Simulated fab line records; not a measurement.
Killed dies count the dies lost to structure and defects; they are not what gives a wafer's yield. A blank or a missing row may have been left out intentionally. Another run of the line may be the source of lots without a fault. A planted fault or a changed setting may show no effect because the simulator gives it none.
Comparing a struck lot with a sound one | flow berkeley cmos170 | 14 steps out of a route of 331
Sound: wafers L789.2, L789.5, L789.6. Struck: wafers L791.3, L791.4, L791.6. At the end, the cause is stated.
Per side, at each step with rows, come the tool, then ch with its chambers, and then its first start. Under that, the readings that differ: sound wafers | struck wafers | difference of the means | sigmas: that difference in standard deviations of wafers without a fault.
alike: readings whose means differ by less than 2 such deviations, and words and numbers that are the same on both sides. not compared: withheld readings, readings that some wafer has no value for, bounds like >300 that may hide the same value, and numbers for which the record gives no deviation and whose values overlap.
The two part at a step that has a row with sigmas, a row that says differs or no value, or rows on one side only. When numbers do not overlap yet have no deviation, they are printed without sigmas and do not part them. A reading missing from all wafers of one side parts the sides only when that side holds two or more wafers.

first, 1 step without rows for these wafers: UCB170_NSD_DEVELOP_05 (develop time 45 s).
UCB170_NSD_CD_MEAS_06: target cd 1200 nm.
  sound on cd sem-01 at day 7 18:45; struck on cd sem-01 at day 8 00:38
  alike: cd nm
UCB170_NSD_OVL_MEAS_07:
  sound on overlay-01 at day 7 18:52; struck on overlay-02 at day 8 00:43
  alike: NSD_OVL
next, for these wafers, 1 step has no rows: UCB170_NSD_IMPLANT_08.
UCB170_NSD_STRIP_09: strips in O2.
  sound on plasma asher-03 ch 0,1, day 7 19:02; struck on plasma asher-02 ch 0,1, day 8 00:56
  alike: drypump motor current A, oes product au, strip time to endpoint s
  not compared: rf hours counter h
UCB170_NSD_TW_MEAS_10:
  sound on film metro-02 at day 7 19:09; struck on film metro-01 at day 8 01:01
  alike: NSD_TW
then, 4 steps without rows for these wafers: UCB170_NSD_CLEAN_11 (cleans in SPM, time 600 s); UCB170_BACKSIDE_HMDS_00 (prime time 60 s); UCB170_BACKSIDE_COAT_01 (resist thk 900 nm); UCB170_BACKSIDE_SOFTBAKE_02 (time 60 s).
UCB170_BACKSIDE_STRIP_03: strips in O2.
  sound on plasma asher-04 ch 0,1, day 7 20:57; struck on plasma asher-03 ch 0,1, day 8 04:13
  reading                      | sound             | struck            | difference | sigmas
  strip time to endpoint s (s) | 22.11 22.08 22.07 | 21.95 21.95 21.95 | -0.14      | -2
  alike: drypump motor current A, oes product au
  not compared: rf hours counter h
then, 1 step without rows for these wafers: UCB170_BACKSIDE_CLEAN_04 (cleans in SPM, time 600 s).
UCB170_SDANNEAL_RTA_00: time 10 s.
  struck on rtp anneal-01, day 8 05:00; sound on rtp anneal-01 ch 0, day 7 21:34
  no value came back on the struck wafers for anneal temp c max, chamber o2 ppm, lamp power pct (%), wafer_temp_C_max; on the sound wafers anneal temp c max reads 903.8 907.1 904.4
UCB170_SDANNEAL_RTA_01: time 5 s.
  sound on rtp anneal-01 ch 0, day 7 21:38; struck on rtp anneal-01 ch 0, day 8 05:04
  alike: anneal temp c max, chamber o2 ppm, lamp power pct, wafer_temp_C_max

## WHERE THEY PART
At UCB170_BACKSIDE_STRIP_03 first; at UCB170_SDANNEAL_RTA_00 last (within this record only). Later steps at which nothing parts them and some readings are alike: UCB170_SDANNEAL_RTA_01.

WHY: whatever the simulator had introduced
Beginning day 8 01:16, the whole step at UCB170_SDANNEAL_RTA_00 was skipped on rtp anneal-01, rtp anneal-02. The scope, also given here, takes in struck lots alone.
